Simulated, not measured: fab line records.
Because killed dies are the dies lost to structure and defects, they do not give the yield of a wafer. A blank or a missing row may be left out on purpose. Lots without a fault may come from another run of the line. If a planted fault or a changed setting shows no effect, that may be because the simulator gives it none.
Which tool did it?	flow rit_cmos	Sampling: 14 lots, 42 wafers, 2 of 202 route steps

WHAT THE GAUGES SHOWED, per wafer
No reading from a measuring or inspecting step in the record can be judged against a usual standard deviation.

WHICH TOOL RAN EACH LOT (tool, then ch and the chambers of the sampled wafers, then the start)
lot	RIT_NLDD_SOFTBAKE_02	RIT_M1_PROBE_99
L252	litho_track-04 ch 0, day 2 18:04	prober-01, day 3 10:47
L253	litho_track-04 ch 0, day 2 21:02	prober-02, day 3 13:26
L254	litho_track-02 ch 0, day 3 04:08	prober-01, day 3 20:32
L255	litho_track-04 ch 0, day 3 08:15	prober-02, day 4 00:58
L257	litho_track-04 ch 0, day 3 18:17	prober-01, day 4 10:28
L260	litho_track-03 ch 0, day 4 08:08	prober-02, day 5 00:38
L261	litho_track-04 ch 0, day 4 14:41	prober-01, day 5 06:40
L263	litho_track-04 ch 0, day 4 23:05	prober-01, day 5 15:44
L266	litho_track-03 ch 0, day 5 15:20	prober-02, day 6 08:37
L268	litho_track-02 ch 0, day 6 00:37	prober-02, day 6 19:22
L269	litho_track-03 ch 0, day 6 06:16	prober-01, day 6 22:17
L272	litho_track-03 ch 0, day 6 23:02	prober-02, day 7 15:28
L273	litho_track-02 ch 0, day 7 03:35	prober-01, day 7 19:46
L275	litho_track-02 ch 0, day 7 16:01	prober-01, day 8 09:47
- RIT_NLDD_SOFTBAKE_02: time 60 s.
- RIT_M1_PROBE_99

WHAT THE TOOLS THEMSELVES READ (means of the sampled wafers that have a number; where no wafer has one, the mark that the record gives instead)
RIT_NLDD_SOFTBAKE_02.
lot	tool	heater_power_total_W (W)	plate_temp_C (C)	resist_line_temp_C (C)
L252	litho_track-04	34.54	89.98	22.89
L253	litho_track-04	34.59	89.85	23.08
L254	litho_track-02	34.53	89.94	23.06
L255	litho_track-04	34.50	89.96	22.92
L257	litho_track-04	34.54	90.02	22.94
L260	litho_track-03	34.59	89.93	22.97
L261	litho_track-04	34.97	90.57	22.90
L263	litho_track-04	34.98	90.65	22.99
L266	litho_track-03	34.57	90.05	23.02
L268	litho_track-02	34.52	89.93	22.98
L269	litho_track-03	34.56	89.92	22.98
L272	litho_track-03	34.52	89.89	22.95
L273	litho_track-02	34.57	90.07	22.98
L275	litho_track-02	34.59	89.95	23.10

RIT_M1_PROBE_99.
lot	tool	killed_at_contacts	killed_at_front_end	killed_dies	killed_on_rim	killed_open	killed_short
L252	prober-01	0.3	8	8	2.3	3.7	4.3
L253	prober-02	0.0	7	7	2.0	3.0	4.3
L254	prober-01	0.0	3	3	1.3	1.3	2.0
L255	prober-02	0.3	7	7	2.3	3.7	3.7
L257	prober-01	0.0	6	6	2.7	2.3	3.3
L260	prober-02	0.0	6	6	1.7	4.0	2.0
L261	prober-01	0.0	8	8	3.3	3.7	4.3
L263	prober-01	0.0	5	5	2.0	2.0	2.7
L266	prober-02	0.0	6	6	1.7	2.7	3.3
L268	prober-02	0.3	6	7	2.3	2.3	4.3
L269	prober-01	0.0	11	11	2.7	5.3	6.0
L272	prober-02	0.0	8	8	2.7	3.3	5.0
L273	prober-01	0.3	5	6	1.3	3.0	2.7
L275	prober-01	0.0	5	5	1.0	2.7	2.0

THE ANSWER, worked out from the rows above alone
Rule: the lots themselves supply what counts as usual. The widest of any qualifying gaps counts: lots, ordered by their means at a reading, are off when they make up no more than a third of the lots, leave a main group of 4 or more, and stand apart from it by 3 or more times the standard deviation of that group's means. A main group is skipped when, at the precision printed for the reading in the tables above, its means are all equal. Also off: a lot with no number at a reading for which 4 or more lots have one. All remaining lots with rows at the step are treated as sound. First the gauges in route order, then the tools' own readings, where a lot's mean is used as printed above. At the first step where some lot is off, the reading lying furthest off is the one used; lots without a number count as furthest.
Off: L261, L263, at RIT_NLDD_SOFTBAKE_02 (heater_power_total_W). Mean 34.55 W and standard deviation 0.03 in the main group.
If a tool, at that step or one of the process steps before it, ran each lot that is off and ran no sound lot following the first of them, it fits. One candidate fits, namely litho_track-04 at RIT_NLDD_SOFTBAKE_02. A fault onset in the window from L257 (day 3 18:17, its last sound lot) to L261 (day 4 14:41, its first lot off) fits.
The tool's own readings at RIT_NLDD_SOFTBAKE_02 bear it out: on the lots that are off they differ by more than 5 times the standard deviation of the sound lots' means. heater_power_total_W reads 34.97 W there against 34.55 W on the sound lots; plate_temp_C reads 90.61 C there against 89.96 C on the sound lots.

WHAT WAS PUT IN BY THE SIMULATOR
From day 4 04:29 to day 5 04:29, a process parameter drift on litho_track-04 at RIT_NLDD_SOFTBAKE_02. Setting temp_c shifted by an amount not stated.
Lots struck among those shown: L261, L263. The same result came from the rule above.
